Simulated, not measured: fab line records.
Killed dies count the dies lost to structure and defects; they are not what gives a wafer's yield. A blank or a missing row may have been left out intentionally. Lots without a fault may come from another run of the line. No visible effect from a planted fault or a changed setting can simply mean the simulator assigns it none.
fab line records ; flow rit-cmos
record: lots: 5; wafers: 15; last-day: 7
route steps=202 shown CONTACT@171 M1@184
lots that met no fault: from a run of the same line without faults
start-h: hours from the record's opening day to when the first of the lot's shown wafers began ; wait-h: time in hours since the lot's previous step ; " identical to the entry in the row above ; L1.1+2: a row that stands for several wafers ; - no value present, or no start provided ; * or withheld: withheld ; < > ~ a bound
route shown NAME@n: names a module that has steps shown in the file, with the first one's number in the route ; usual: mean/standard deviation taken from wafers without a fault ; same: alike in all rows ; chamber/n: place in a boat ; sites: per-site readings ; _std_site: their standard deviation ; _edge_site: mean of outer sites minus mean of inner sites ; radius-mm: how far each site lies from the wafer's centre ; mask NAME#n: copy n ; behind: the most recent tool/chamber to have shaped the wafer ; hold: why the lot went on hold/how many hours it stayed there/how the hold came to an end ; device: the transistor (n, p or np) that didn't switch ; end of line: at the end of the route, the tests of the same wafers ; step lacking rows: just its recipe ; killed: not the wafer's yield, but the dies lost to structure and defects at the first sort ; map: a wafer's dies, x killed, . not, _ none there
set.NAME: the setting that was run; set.NAME@STEP: the one run at that earlier step ; model.NAME: the simulator's own value behind a step, which no gauge read
lots seen at some steps along the route; tables by step, rows by wafer
services: from which hour (start-h, from the record's first day; less than 0 if before it) a tool's chamber was out of use, for how many hours, and why
== steps ==
step: RIT_CONTACT_COAT_03
recipe: resist: NOVOLAK; spin-rpm: 3250; resist-thk-nm: 1000
step: RIT_CONTACT_SOFTBAKE_04
recipe: resist: NOVOLAK; temp-c: 90; time-s: 60
step: RIT_CONTACT_EXPOSE_05
recipe: mask-id: M11; na: 0.6; source-shape: conventional; sigma-outer: 0.5; target-cd-nm: 1000; dose-mj: 250
step: RIT_CONTACT_PEB_06
recipe: resist: NOVOLAK; temp-c: withheld; time-s: withheld
step: RIT_CONTACT_DEVELOP_07
recipe: resist: NOVOLAK; develop-time-s: 120; dev-temp-c: 23
step: RIT_CONTACT_CD_MEAS_08
recipe: target-cd-nm: 1000
usual: cd-nm: 1000.8/2.3
lot.wafer;tool;chamber;start-h;wait-h;cd-nm
L216.1;cd-sem-01;-;102.02;-;998.3
L216.3;cd-sem-01;-;102.02;-;997.1
L216.6;cd-sem-01;-;102.02;-;997.9
L219.1;cd-sem-01;-;112.50;-;1002.6
L219.2;cd-sem-01;-;112.50;-;1004.2
L219.4;cd-sem-01;-;112.50;-;1003.6
L222.3;cd-sem-01;-;129.40;-;998.0
L222.4;cd-sem-01;-;129.40;-;997.2
L222.6;cd-sem-01;-;129.40;-;995.9
L226.1;cd-sem-02;-;147.07;-;1004.8
L226.3;cd-sem-02;-;147.07;-;1003.2
L226.6;cd-sem-02;-;147.07;-;1001.8
L228.1;cd-sem-01;-;156.51;-;1000.6
L228.4;cd-sem-01;-;156.51;-;997.5
L228.5;cd-sem-01;-;156.51;-;999.7
step: RIT_CONTACT_OVL_MEAS_09
usual: CONTACT_OVL: -0.2/1.3
lot.wafer;tool;chamber;start-h;wait-h;CONTACT_OVL[nm]
L216.1;overlay-01;-;102.14;0.1;-0.7
L216.3;overlay-01;-;102.14;0.1;-0.4
L216.6;overlay-01;-;102.14;0.1;-0.5
L219.1;overlay-02;-;112.62;0.1;0.4
L219.2;overlay-02;-;112.62;0.1;-0.8
L219.4;overlay-02;-;112.62;0.1;0.1
L222.3;overlay-02;-;129.49;0.1;0.9
L222.4;overlay-02;-;129.49;0.1;-1.4
L222.6;overlay-02;-;129.49;0.1;1.2
L226.1;overlay-02;-;147.38;0.3;-1.2
L226.3;overlay-02;-;147.38;0.3;1.0
L226.6;overlay-02;-;147.38;0.3;-0.5
L228.1;overlay-01;-;156.63;0.1;-0.5
L228.4;overlay-01;-;156.63;0.1;2.3
L228.5;overlay-01;-;156.63;0.1;-0.9
step: RIT_CONTACT_HARDBAKE_10
recipe: resist: NOVOLAK; temp-c: 140; time-s: 60
step: RIT_CONTACT_ETCH_11
recipe: target-depth-a: 4800; over-etch-frac: 0.2; stop-on: TiSi2; chemistry: CHF3/CF4/Ar; target: SiO2; CHF3_flow_sccm: 50; cf4-flow-sccm: 10; Ar_flow_sccm: 100; O2_flow_sccm: 5; pressure-mtorr: 100; rf-w: 200; time-s: 320
usual: O2_flow_sccm: 5.001/0.014; drypump-motor-current-A: 5.8/0.54; oes-product-au: 0.991/0.012; throttle-valve-pct: 8.92/0.087
lot.wafer;tool;chamber;start-h;wait-h;O2_flow_sccm;drypump-motor-current-A;oes-product-au;rf-hours-counter-h;throttle-valve-pct
L216.1;rie-diel-02;0;102.33;0.1;4.996;6.6;0.964;151;8.88
L216.3;rie-diel-02;3;102.33;0.1;4.981;5.8;1.004;64;9.03
L216.6;rie-diel-02;1;102.33;0.1;5.019;6.1;0.984;-;8.94
L219.1;rie-diel-02;3;112.81;0.1;4.997;5.8;0.997;65;9.03
L219.2;rie-diel-02;1;112.81;0.1;5.012;6.1;0.982;124;8.96
L219.4;rie-diel-02;0;112.81;0.1;5.007;6.6;0.971;-;8.88
L222.3;rie-diel-03;0;129.81;0.1;5.005;4.8;0.998;14;8.90
L222.4;rie-diel-03;2;129.81;0.1;5.010;6.6;0.980;-;9.04
L222.6;rie-diel-03;1;129.81;0.1;5.006;5.6;1.008;-;8.82
L226.1;rie-diel-02;3;147.57;0.1;4.991;5.8;0.996;66;9.02
L226.3;rie-diel-02;0;147.57;0.1;5.023;6.6;0.963;152;8.88
L226.6;rie-diel-02;1;147.57;0.1;5.028;6.1;0.965;-;8.95
L228.1;rie-diel-01;3;156.81;0.1;5.004;5.2;0.994;139;8.81
L228.4;rie-diel-01;1;156.81;0.1;5.012;5.6;0.996;4;9.06
L228.5;rie-diel-01;1;156.81;0.1;4.996;5.6;0.999;-;9.06
step: RIT_CONTACT_STRIP_12
recipe: chemistry: O2; time-s: 180; resist: NOVOLAK; platen-temp-c: withheld; power-w: 500; pressure-mtorr: 4000; o2-flow-sccm: 4000
usual: drypump-motor-current-A: 5.75/0.071
lot.wafer;tool;chamber;start-h;wait-h;drypump-motor-current-A;rf-hours-counter-h
L216.1;plasma-asher-01;0;102.52;0.1;5.81;46
L216.3;plasma-asher-01;0;102.52;0.1;5.81;-
L216.6;plasma-asher-01;0;102.52;0.1;5.82;-
L219.1;plasma-asher-03;0;113.00;0.1;5.76;48
L219.2;plasma-asher-03;1;113.00;0.1;5.65;48
L219.4;plasma-asher-03;0;113.00;0.1;5.76;-
L222.3;plasma-asher-03;1;130.06;0.2;5.66;-
L222.4;plasma-asher-03;0;130.06;0.2;5.78;-
L222.6;plasma-asher-03;1;130.06;0.2;5.65;-
L226.1;plasma-asher-03;0;147.76;0.1;5.77;52
L226.3;plasma-asher-03;0;147.76;0.1;5.77;-
L226.6;plasma-asher-03;0;147.76;0.1;5.78;-
L228.1;plasma-asher-03;0;157.01;0.1;5.76;53
L228.4;plasma-asher-03;1;157.01;0.1;5.63;-
L228.5;plasma-asher-03;0;157.01;0.1;5.77;-
step: RIT_CONTACT_CD_MEAS_90
recipe: target-cd-nm: 1000
usual: cd-nm: 1000.8/2.3
lot.wafer;tool;chamber;start-h;wait-h;cd-nm
L216.1;cd-sem-02;-;102.70;0.1;998.1
L216.3;cd-sem-02;-;102.70;0.1;997.5
L216.6;cd-sem-02;-;102.70;0.1;998.5
L219.1;cd-sem-02;-;113.18;0.1;1002.6
L219.2;cd-sem-02;-;113.18;0.1;1004.4
L219.4;cd-sem-02;-;113.18;0.1;1003.3
L222.3;cd-sem-02;-;130.22;0.1;997.8
L222.4;cd-sem-02;-;130.22;0.1;997.6
L222.6;cd-sem-02;-;130.22;0.1;996.2
L226.1;cd-sem-02;-;147.94;0.1;1004.6
L226.3;cd-sem-02;-;147.94;0.1;1003.2
L226.6;cd-sem-02;-;147.94;0.1;1002.7
L228.1;cd-sem-01;-;157.18;0.1;1000.0
L228.4;cd-sem-01;-;157.18;0.1;997.5
L228.5;cd-sem-01;-;157.18;0.1;999.6
step: RIT_CONTACT_CLEAN_13
recipe: chemistry: SC1; mix: 3:3:50; time-s: 600; temp-c: 75
step: RIT_CONTACT_CLEAN_14
recipe: chemistry: SC2; mix: 3:3:50; time-s: 600; temp-c: 75; dry: n2-spin
lot.wafer;tool;chamber;start-h;wait-h
L216.1+3+6;wet-bench-01;2;102.99;0.0
L219.1+2+4;wet-bench-04;2;113.47;0.0
L222.3+4+6;wet-bench-01;3;130.49;0.0
L226.1+3+6;wet-bench-04;0;148.23;0.0
L228.1+4+5;wet-bench-02;2;157.48;0.0
step: RIT_M1_SPUTTER_00
recipe: material: Al; target-thk-nm: 400; power-w: 2000; chamber-pressure-pa: 0.4; gas: Ar; time-s: 500; substrate-temp-c: 25
usual: throttle-valve-pct: 30.4/1
lot.wafer;tool;chamber;start-h;wait-h;throttle-valve-pct
L216.1;pvd-sputter-01;-;103.17;0.0;30.8
L216.3;pvd-sputter-01;-;103.17;0.0;32.4
L216.6;pvd-sputter-01;-;103.17;0.0;30.8
L219.1;pvd-sputter-03;-;113.65;0.0;31.4
L219.2;pvd-sputter-03;-;113.65;0.0;29.6
L219.4;pvd-sputter-03;-;113.65;0.0;30.4
L222.3;pvd-sputter-02;-;130.67;0.0;29.2
L222.4;pvd-sputter-02;-;130.67;0.0;29.5
L222.6;pvd-sputter-02;-;130.67;0.0;29.5
L226.1;pvd-sputter-02;-;148.41;0.0;30.7
L226.3;pvd-sputter-02;-;148.41;0.0;29.6
L226.6;pvd-sputter-02;-;148.41;0.0;30.0
L228.1;pvd-sputter-02;-;157.65;0.0;29.6
L228.4;pvd-sputter-02;-;157.65;0.0;30.9
L228.5;pvd-sputter-02;-;157.65;0.0;29.4
step: RIT_M1_RS_MEAS_01
recipe: thk-meas-gauge: four-point-probe; reads: Al_of_M1_SPUTTER_00
usual: M1_AL_RS: 0.0735/0.00068
lot.wafer;tool;chamber;start-h;wait-h;M1_AL_RS[ohm/sq]
L216.1;film-metro-03;-;103.46;0.1;0.0737
L216.3;film-metro-03;-;103.46;0.1;0.0734
L216.6;film-metro-03;-;103.46;0.1;0.0737
L219.1;film-metro-02;-;113.94;0.1;0.0737
L219.2;film-metro-02;-;113.94;0.1;0.0741
L219.4;film-metro-02;-;113.94;0.1;0.0732
L222.3;film-metro-04;-;131.00;0.2;0.0729
L222.4;film-metro-04;-;131.00;0.2;0.0733
L222.6;film-metro-04;-;131.00;0.2;0.0724
L226.1;film-metro-03;-;148.70;0.1;0.0729
L226.3;film-metro-03;-;148.70;0.1;0.0727
L226.6;film-metro-03;-;148.70;0.1;0.0724
L228.1;film-metro-03;-;157.95;0.1;0.0733
L228.4;film-metro-03;-;157.95;0.1;0.0726
L228.5;film-metro-03;-;157.95;0.1;0.0729
step: RIT_M1_THK_MEAS_02
recipe: thk-meas-gauge: xrf; reads: Al_of_M1_SPUTTER_00
usual: M1_AL_THK: 398/4.3
lot.wafer;tool;chamber;start-h;wait-h;M1_AL_THK[nm]
L216.1;film-metro-03;-;103.58;0.1;398
L216.3;film-metro-03;-;103.58;0.1;398
L216.6;film-metro-03;-;103.58;0.1;400
L219.1;film-metro-02;-;114.06;0.1;395
L219.2;film-metro-02;-;114.06;0.1;394
L219.4;film-metro-02;-;114.06;0.1;395
L222.3;film-metro-04;-;131.10;0.1;398
L222.4;film-metro-04;-;131.10;0.1;397
L222.6;film-metro-04;-;131.10;0.1;401
L226.1;film-metro-03;-;148.82;0.1;405
L226.3;film-metro-03;-;148.82;0.1;406
L226.6;film-metro-03;-;148.82;0.1;408
L228.1;film-metro-03;-;158.07;0.1;401
L228.4;film-metro-03;-;158.07;0.1;406
L228.5;film-metro-03;-;158.07;0.1;403
step: RIT_M1_HMDS_03
recipe: prime-time-s: 60; prime-temp-c: 140
step: RIT_M1_COAT_04
recipe: resist: NOVOLAK; spin-rpm: 2000; resist-thk-nm: 1300
step: RIT_M1_SOFTBAKE_05
recipe: resist: NOVOLAK; temp-c: 90; time-s: 60
step: RIT_M1_EXPOSE_06
recipe: mask-id: M12; na: 0.6; source-shape: conventional; sigma-outer: 0.5; target-cd-nm: 2600; dose-mj: 250
step: RIT_M1_PEB_07
recipe: resist: NOVOLAK; temp-c: withheld; time-s: withheld
step: RIT_M1_DEVELOP_08
recipe: resist: NOVOLAK; develop-time-s: 68; dev-temp-c: 23
step: RIT_M1_CD_MEAS_09
recipe: target-cd-nm: 2600
usual: cd-nm: 2600.5/2.1
lot.wafer;tool;chamber;start-h;wait-h;cd-nm
L216.1;cd-sem-02;-;104.65;-;2602.3
L216.3;cd-sem-02;-;104.65;-;2601.4
L216.6;cd-sem-02;-;104.65;-;2602.6
L219.1;cd-sem-01;-;115.13;-;2597.2
L219.2;cd-sem-01;-;115.13;-;2599.7
L219.4;cd-sem-01;-;115.13;-;2597.3
L222.3;cd-sem-02;-;132.30;-;2599.9
L222.4;cd-sem-02;-;132.30;-;2596.0
L222.6;cd-sem-02;-;132.30;-;2598.0
L226.1;cd-sem-02;-;149.89;-;2601.8
L226.3;cd-sem-02;-;149.89;-;2603.6
L226.6;cd-sem-02;-;149.89;-;2603.4
L228.1;cd-sem-02;-;159.01;-;2598.8
L228.4;cd-sem-02;-;159.01;-;2600.6
L228.5;cd-sem-02;-;159.01;-;2597.6
step: RIT_M1_OVL_MEAS_10
usual: M1_OVL: -0.1/1.4
lot.wafer;tool;chamber;start-h;wait-h;M1_OVL[nm]
L216.1;overlay-01;-;104.77;0.1;-0.3
L216.3;overlay-01;-;104.77;0.1;2.2
L216.6;overlay-01;-;104.77;0.1;0.8
L219.1;overlay-01;-;115.25;0.1;-1.3
L219.2;overlay-01;-;115.25;0.1;1.3
L219.4;overlay-01;-;115.25;0.1;0.2
L222.3;overlay-01;-;132.40;0.1;-0.4
L222.4;overlay-01;-;132.40;0.1;-0.2
L222.6;overlay-01;-;132.40;0.1;-1.1
L226.1;overlay-01;-;150.01;0.1;0.3
L226.3;overlay-01;-;150.01;0.1;0.3
L226.6;overlay-01;-;150.01;0.1;0.9
L228.1;overlay-01;-;159.13;0.1;0.2
L228.4;overlay-01;-;159.13;0.1;-0.6
L228.5;overlay-01;-;159.13;0.1;-1.1
step: RIT_M1_HARDBAKE_11
recipe: resist: NOVOLAK; temp-c: 140; time-s: 120
step: RIT_M1_METAL_ETCH_12
recipe: stop-on: SiO2; chemistry: Cl2/BCl3; target: Al; time-s: 165; over-etch-frac: 0.5; pressure-mtorr: 100; target-depth-a: 6000; rf-w: 250; Cl2_flow_sccm: 60; bcl3-flow-sccm: 50
usual: drypump-motor-current-A: 5.6/0.49; oes-product-au: 0.776/0.01; throttle-valve-pct: 8.25/0.088
lot.wafer;tool;chamber;start-h;wait-h;drypump-motor-current-A;oes-product-au;rf-hours-counter-h;throttle-valve-pct
L216.1;rie-metal-02;1;105.17;0.2;6.2;0.796;31;8.22
L216.3;rie-metal-02;0;105.17;0.2;5.0;0.778;-;8.34
L216.6;rie-metal-02;1;105.17;0.2;6.2;0.787;-;8.24
L219.1;rie-metal-02;0;115.61;0.2;4.9;0.777;37;8.33
L219.2;rie-metal-02;1;115.61;0.2;6.2;0.791;32;8.24
L219.4;rie-metal-02;0;115.61;0.2;4.9;0.789;-;8.35
L222.3;rie-metal-02;0;132.72;0.2;4.9;0.788;-;8.34
L222.4;rie-metal-02;1;132.72;0.2;6.2;0.793;-;8.24
L222.6;rie-metal-02;0;132.72;0.2;4.9;0.782;-;8.33
L226.1;rie-metal-01;0;150.29;0.2;5.5;0.778;2;8.26
L226.3;rie-metal-01;1;150.29;0.2;6.2;0.765;-;8.09
L226.6;rie-metal-01;1;150.29;0.2;6.2;0.769;-;8.09
L228.1;rie-metal-02;1;159.41;0.2;6.2;0.775;0;8.26
L228.4;rie-metal-02;1;159.41;0.2;6.1;0.787;-;8.23
L228.5;rie-metal-02;1;159.41;0.2;6.2;0.782;-;8.24
step: RIT_M1_STRIP_13
recipe: chemistry: nmp; resist: NOVOLAK; temp-c: 80; time-s: 600; dry: n2-spin
step: RIT_M1_STRIP_14
recipe: chemistry: O2; time-s: 180; platen-temp-c: withheld; power-w: 500; pressure-mtorr: 4000; o2-flow-sccm: 4000
usual: drypump-motor-current-A: 5.93/0.23
lot.wafer;tool;chamber;start-h;wait-h;drypump-motor-current-A;rf-hours-counter-h
L216.1;plasma-asher-01;1;105.52;0.0;5.77;46
L216.3;plasma-asher-01;0;105.52;0.0;5.79;-
L216.6;plasma-asher-01;0;105.52;0.0;5.82;-
L219.1;plasma-asher-04;0;115.97;0.0;6.20;31
L219.2;plasma-asher-04;1;115.97;0.0;6.17;31
L219.4;plasma-asher-04;1;115.97;0.0;6.16;-
L222.3;plasma-asher-04;0;133.07;0.1;6.19;-
L222.4;plasma-asher-04;1;133.07;0.1;6.17;-
L222.6;plasma-asher-04;1;133.07;0.1;6.15;-
L226.1;plasma-asher-04;0;150.80;0.0;6.21;35
L226.3;plasma-asher-04;0;150.80;0.0;6.19;-
L226.6;plasma-asher-04;0;150.80;0.0;6.22;-
L228.1;plasma-asher-03;1;159.75;0.0;5.66;53
L228.4;plasma-asher-03;0;159.75;0.0;5.77;-
L228.5;plasma-asher-03;0;159.75;0.0;5.77;-
step: RIT_M1_CD_MEAS_90
recipe: target-cd-nm: 2600
usual: cd-nm: 2599.7/2.5
lot.wafer;tool;chamber;start-h;wait-h;cd-nm
L216.1;cd-sem-01;-;105.70;0.1;2603.1
L216.3;cd-sem-01;-;105.70;0.1;2602.0
L216.6;cd-sem-01;-;105.70;0.1;2603.5
L219.1;cd-sem-01;-;116.14;0.1;2597.0
L219.2;cd-sem-01;-;116.14;0.1;2599.7
L219.4;cd-sem-01;-;116.14;0.1;2596.7
L222.3;cd-sem-02;-;133.22;0.1;2597.8
L222.4;cd-sem-02;-;133.22;0.1;2596.8
L222.6;cd-sem-02;-;133.22;0.1;2596.8
L226.1;cd-sem-02;-;150.98;0.1;2603.1
L226.3;cd-sem-02;-;150.98;0.1;2604.5
L226.6;cd-sem-02;-;150.98;0.1;2602.9
L228.1;cd-sem-01;-;159.93;0.1;2598.1
L228.4;cd-sem-01;-;159.93;0.1;2599.9
L228.5;cd-sem-01;-;159.93;0.1;2597.7
step: RIT_M1_ANNEAL_15
recipe: temp-c: 450; time-s: 1800; ambient: forming_gas_H2N2
step: RIT_M1_BOW_MEAS_16
recipe: mode: bow
usual: M1_BOW: 16/6.4
lot.wafer;tool;chamber;start-h;wait-h;M1_BOW[um]
L216.1;film-metro-03;-;107.32;0.0;19
L216.3;film-metro-03;-;107.32;0.0;15
L216.6;film-metro-03;-;107.32;0.0;25
L219.1;film-metro-02;-;117.76;0.0;9
L219.2;film-metro-02;-;117.76;0.0;20
L219.4;film-metro-02;-;117.76;0.0;8
L222.3;film-metro-02;-;134.84;0.0;19
L222.4;film-metro-02;-;134.84;0.0;11
L222.6;film-metro-02;-;134.84;0.0;13
L226.1;film-metro-02;-;152.60;0.0;21
L226.3;film-metro-02;-;152.60;0.0;20
L226.6;film-metro-02;-;152.60;0.0;0
L228.1;film-metro-04;-;161.59;0.0;28
L228.4;film-metro-04;-;161.59;0.0;31
L228.5;film-metro-04;-;161.59;0.0;15
step: RIT_M1_PROBE_99
usual: killed-at-contacts: 0.1/0.36; killed-at-front-end: 7/3.1; killed-dies: 7/3.1; killed-on-rim: 1.9/1.4; killed-open: 3.6/2.1; killed-short: 3.2/1.9
same: gross-dies: 264; killed_at_M0_to_M3: 0; killed_at_M4_up: 0; killed-at-back-side: 0; killed-at-other: 0
lot.wafer;tool;chamber;start-h;wait-h;hold;killed-at-contacts;killed-at-front-end;killed-dies;killed-on-rim;killed-open;killed-short
L216.1;prober-01;-;107.44;0.1;-;0;6;6;2;6;0
L216.3;prober-01;-;107.54;0.2;-;0;1;1;0;0;1
L216.6;prober-01;-;107.69;0.2;-;0;4;4;1;2;2
L219.1;prober-02;-;117.88;0.1;-;0;5;5;2;3;2
L219.2;prober-02;-;117.93;0.1;-;0;6;6;2;2;4
L219.4;prober-02;-;118.03;0.2;-;0;4;4;0;4;0
L222.3;prober-01;-;135.02;0.2;-;1;7;8;1;5;3
L222.4;prober-01;-;135.07;0.2;-;0;0;0;0;0;0
L222.6;prober-01;-;135.17;0.2;-;0;6;6;3;5;1
L226.1;prober-01;-;152.72;0.1;await-dispo/2.6h/release;37;7;44;4;3;4
L226.3;prober-01;-;152.82;0.2;await-dispo/2.6h/release;39;4;43;8;1;3
L226.6;prober-01;-;152.97;0.2;await-dispo/2.6h/release;39;1;40;8;1;0
L228.1;prober-01;-;161.71;0.1;-;0;5;5;1;4;1
L228.4;prober-01;-;161.86;0.2;-;0;11;11;3;3;8
L228.5;prober-01;-;161.91;0.2;-;0;8;8;2;3;5
killed by level:class
L216.1 GATE:geometric-particle:open=2 REOX:geometric-particle:open=2 FOX2:geometric-particle:open=1 SILICIDE:geometric-particle:open=1
L216.3 REOX:geometric-particle:short=1
L216.6 GATE:geometric-particle:open=2 GATE:geometric-particle:short=1 SPACER:geometric-particle:short=1
L219.1 GATE:geometric-particle:open=2 FOX1:geometric-particle:open=1 GATE:geometric-particle:short=1 SPACER:geometric-particle:short=1
L219.2 SILICIDE:geometric-particle:short=2 FOX1:geometric-particle:short=1 REOX:geometric-particle:short=1 REOX:geometric-particle:open=1 SPACER:geometric-particle:open=1
L219.4 GATE:geometric-particle:open=1 REOX:geometric-particle:open=1 SPACER:geometric-particle:open=1 SILICIDE:geometric-particle:open=1
L222.3 SPACER:geometric-particle:open=2 FOX1:geometric-particle:short=1 FOX2:geometric-particle:open=1 GATE:geometric-particle:short=1 CONTACT:geometric-particle:open=1 REOX:geometric-particle:open=1 SPACER:geometric-particle:short=1
L222.6 GATE:geometric-particle:open=3 FOX1:geometric-particle:open=1 FOX2:geometric-particle:open=1 SPACER:geometric-particle:short=1
L226.1 CONTACT:unspecified=37 GATE:geometric-particle:open=2 GATE:geometric-particle:short=2 REOX:geometric-particle:short=1 SPACER:geometric-particle:short=1 SPACER:geometric-particle:open=1
L226.3 CONTACT:unspecified=38 FOX1:geometric-particle:short=1 FOX2:geometric-particle:short=1 GATE:geometric-particle:open=1 SILICIDE:geometric-particle:short=1 CONTACT:coat-microbubble-printed=1
L226.6 CONTACT:unspecified=37 CONTACT:coat-microbubble-printed=2 FOX1:geometric-particle:open=1
L228.1 FOX2:geometric-particle:open=1 FOX2:geometric-particle:short=1 GATE:geometric-particle:open=1 REOX:geometric-particle:open=1 SPACER:geometric-particle:open=1
L228.4 GATE:geometric-particle:short=3 FOX2:geometric-particle:short=2 GATE:geometric-particle:open=2 REOX:geometric-particle:short=2 SILICIDE:geometric-particle:short=1 SILICIDE:geometric-particle:open=1
L228.5 GATE:geometric-particle:short=3 FOX1:geometric-particle:open=1 GATE:geometric-particle:open=1 REOX:geometric-particle:short=1 SILICIDE:geometric-particle:short=1 SILICIDE:geometric-particle:open=1
map L226.1 (x killed, . not)
________......._______
_____.............____
____...x..x........___
___...........x.xxxx__
__............xxxxxx._
__....x......xxxxxxx._
_...........x.xxxxxxx.
_.............xxxxxxx.
_.......x.......xxxxx.
_...........x.........
__....x.............._
__..................._
___.................__
____...............___
_____.............____
________......._______
map L219.2 (x killed, . not)
________......._______
_____.............____
____.x...x.........___
___.................__
__.........x........._
__..................._
_.....................
_.....................
_.....................
_........x....x.......
__..................._
__..................._
___.................__
____.............x.___
_____.............____
________......._______
== services ==
tool;chamber;start-h;hours;kind
pvd-sputter-02;-;80.52;10.1;repair
rie-diel-01;0;81.73;-;clean
rie-diel-01;0;81.73;23.5;scheduled-down
rie-diel-03;3;82.60;8.4;repair
pvd-sputter-02;-;97.49;1.1;repair
rie-diel-02;2;97.89;-;clean
rie-diel-02;2;97.89;17.9;scheduled-down
rie-diel-02;2;97.89;17.9;vent-cycle
plasma-asher-04;-;105.75;0.9;repair
rie-metal-01;-;117.87;2.8;pm
pvd-sputter-01;-;119.25;3.4;repair
wet-bench-04;-;120.41;1.9;pm
rie-metal-02;-;136.12;20.0;pm
rie-metal-02;0;136.12;20.0;vent-cycle
rie-metal-02;1;136.12;20.0;vent-cycle
rie-diel-02;2;137.07;15.0;repair
pvd-sputter-02;-;138.76;6.1;repair
rie-diel-01;-;140.59;1.0;repair
rie-diel-02;0;152.06;-;clean
rie-diel-02;0;152.06;14.8;scheduled-down
rie-diel-02;0;152.06;14.8;vent-cycle
rie-metal-02;0;156.12;-;clean
rie-metal-02;1;156.12;-;clean
rie-diel-02;-;157.75;2.8;pm
== key ==
first-sign: step: RIT_M1_PROBE_99; reading: killed-at-contacts; direction: up; sigmas: 38; usual: 0.1; struck: 38.3
effect: step: RIT_M1_PROBE_99; reading: killed-dies; direction: up; sigmas: 12; usual: 7; struck: 42
met-at RIT_CONTACT_CLEAN_14
struck-wafers L226.1,L226.3,L226.6
tester-left-out L226
also-fits RIT_CONTACT_ETCH_11:rie-diel-02,RIT_M1_METAL_ETCH_12:rie-metal-01,RIT_M1_STRIP_14:plasma-asher-04
earlier-fault: kind: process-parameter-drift; tool: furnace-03; chamber: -; onset-h: 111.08; steps: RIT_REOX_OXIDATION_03; channel: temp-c; offset: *; shape: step; end-h: 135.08; acts-in: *; stated: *
fault: kind: chamber-particle-source; tool: wet-bench-04; chamber: 0; onset-h: 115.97; steps: RIT_CONTACT_CLEAN_14; rate-per-visit-cm2: 1.4256; end-h: 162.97
tester-left-out: of these lots the tester's yield and bins aren't shown, on N5 and GAA mostly nor the transistor test; their killed dies are dies lost to structure and defects alone, not to doping, threshold or leakage, so they don't give the yield
